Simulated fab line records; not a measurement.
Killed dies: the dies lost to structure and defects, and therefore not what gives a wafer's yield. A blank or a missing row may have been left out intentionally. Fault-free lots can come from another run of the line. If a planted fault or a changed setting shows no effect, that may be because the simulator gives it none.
What tool caused it? -- flow ritCmos -- 14 lots with 42 wafers sampled at 2 steps, on a route of 202 steps

== WHAT EACH GAUGE READ, for each wafer ==
The record lacks any reading of a measuring or inspecting step that a usual standard deviation could be used to judge.

== EACH LOT AND THE TOOL THAT RAN IT (in order: tool; ch and the chambers of the sampled wafers; start) ==
lot,RIT_NWELL_STRIP_09,RIT_M1_PROBE_99
L339,"plasmaAsher-02 ch 0,1, day 1 22:13","prober-01, day 3 12:07"
L340,"plasmaAsher-04 ch 0,1, day 2 02:28","prober-02, day 3 17:54"
L341,"plasmaAsher-03 ch 0,1, day 2 07:41","prober-01, day 3 21:43"
L342,"plasmaAsher-04 ch 1, day 2 13:43","prober-02, day 4 06:15"
L343,"plasmaAsher-03 ch 0,1, day 2 17:53","prober-01, day 4 11:04"
L344,"plasmaAsher-04 ch 0,1, day 3 00:53","prober-02, day 4 14:52"
L345,"plasmaAsher-02 ch 1, day 3 05:43","prober-01, day 4 21:26"
L348,"plasmaAsher-02 ch 0,1, day 3 20:03","prober-02, day 5 12:27"
L350,"plasmaAsher-03 ch 0, day 4 05:26","prober-02, day 5 19:14"
L352,"plasmaAsher-03 ch 0,1, day 4 14:50","prober-02, day 6 03:29"
L356,"plasmaAsher-03 ch 0,1, day 5 11:37","prober-02, day 7 00:05"
L359,"plasmaAsher-02 ch 1, day 6 02:39","prober-02, day 7 14:29"
L361,"plasmaAsher-02 ch 0,1, day 6 12:22","prober-01, day 8 04:50"
L362,"plasmaAsher-04 ch 0,1, day 6 16:16","prober-02, day 8 06:28"
- RIT_NWELL_STRIP_09: strips in O2, time 180 s.
- RIT_M1_PROBE_99

== AS READ BY THE TOOLS THEMSELVES (means over the sampled wafers that have a number; for cases with no such wafer, the mark the record gives instead) ==
RIT_NWELL_STRIP_09.
lot,tool,drypumpMotorCurrentA (A)
L339,plasmaAsher-02,6.6
L340,plasmaAsher-04,5.1
L341,plasmaAsher-03,5.6
L342,plasmaAsher-04,5.6
L343,plasmaAsher-03,5.6
L344,plasmaAsher-04,5.3
L345,plasmaAsher-02,6.1
L348,plasmaAsher-02,6.6
L350,plasmaAsher-03,5.5
L352,plasmaAsher-03,5.6
L356,plasmaAsher-03,5.6
L359,plasmaAsher-02,6.0
L361,plasmaAsher-02,6.3
L362,plasmaAsher-04,5.1

RIT_M1_PROBE_99.
lot,tool,killed_at_M0_to_M3,killedAtContacts,killedAtFrontEnd,killedDies,killedOpen,killedShort
L339,prober-01,0.0,0.3,5.7,6.0,2.7,3.3
L340,prober-02,0.0,0.0,10.3,10.3,3.3,7.0
L341,prober-01,0.0,0.0,6.7,6.7,3.7,3.0
L342,prober-02,0.0,0.0,6.3,6.3,4.7,1.7
L343,prober-01,0.0,0.0,7.7,7.7,3.0,4.7
L344,prober-02,0.0,0.0,7.5,7.5,3.5,4.0
L345,prober-01,0.0,0.3,7.0,7.3,2.0,5.3
L348,prober-02,0.0,0.0,5.7,5.7,3.0,2.7
L350,prober-02,0.0,0.0,4.7,4.7,2.3,2.3
L352,prober-02,0.3,0.0,17.7,18.0,1.7,2.7
L356,prober-02,0.0,0.0,22.0,22.0,5.3,3.3
L359,prober-02,0.0,0.0,7.0,7.0,2.3,4.7
L361,prober-01,0.0,0.0,4.0,4.0,2.7,1.0
L362,prober-02,0.0,0.0,6.0,6.0,2.0,4.0

== THE ANSWER, worked out from the rows above alone ==
Rule: the lots themselves supply what counts as usual. Put in order of their means at a reading, lots are off if they are a third of the lots or fewer, leave a main group of 4 or more, and stand apart from it by a gap of 3 or more times the standard deviation of the main group's means; of several such gaps the widest counts. A main group is skipped when, at the precision printed for the reading in the tables above, its means are all equal. A lot without any number at a reading at which 4 lots or more have one is off too. Any other lot the step has rows for is counted as sound. After the gauges, taken in route order, come the tools' own readings; for these a lot's mean is taken, as printed above. The first step at which some lot is off is used, and at that step the reading that is off furthest; a lot without a number counts as furthest.
Off: L352, L356 (RIT_M1_PROBE_99, killedDies). The main group: mean 6.6, standard deviation 1.5.
If a tool, at that step or one of the process steps before it, ran each lot that is off and ran no sound lot following the first of them, it fits. One candidate fits, namely plasmaAsher-03 at RIT_NWELL_STRIP_09. Its last sound lot is L350 (day 4 05:26), its first lot that is off L352 (day 4 14:50): a fault that began between those two fits.

== WHAT WAS PUT IN BY THE SIMULATOR ==
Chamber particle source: plasmaAsher-03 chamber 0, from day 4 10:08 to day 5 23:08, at RIT_NWELL_STRIP_09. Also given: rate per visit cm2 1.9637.
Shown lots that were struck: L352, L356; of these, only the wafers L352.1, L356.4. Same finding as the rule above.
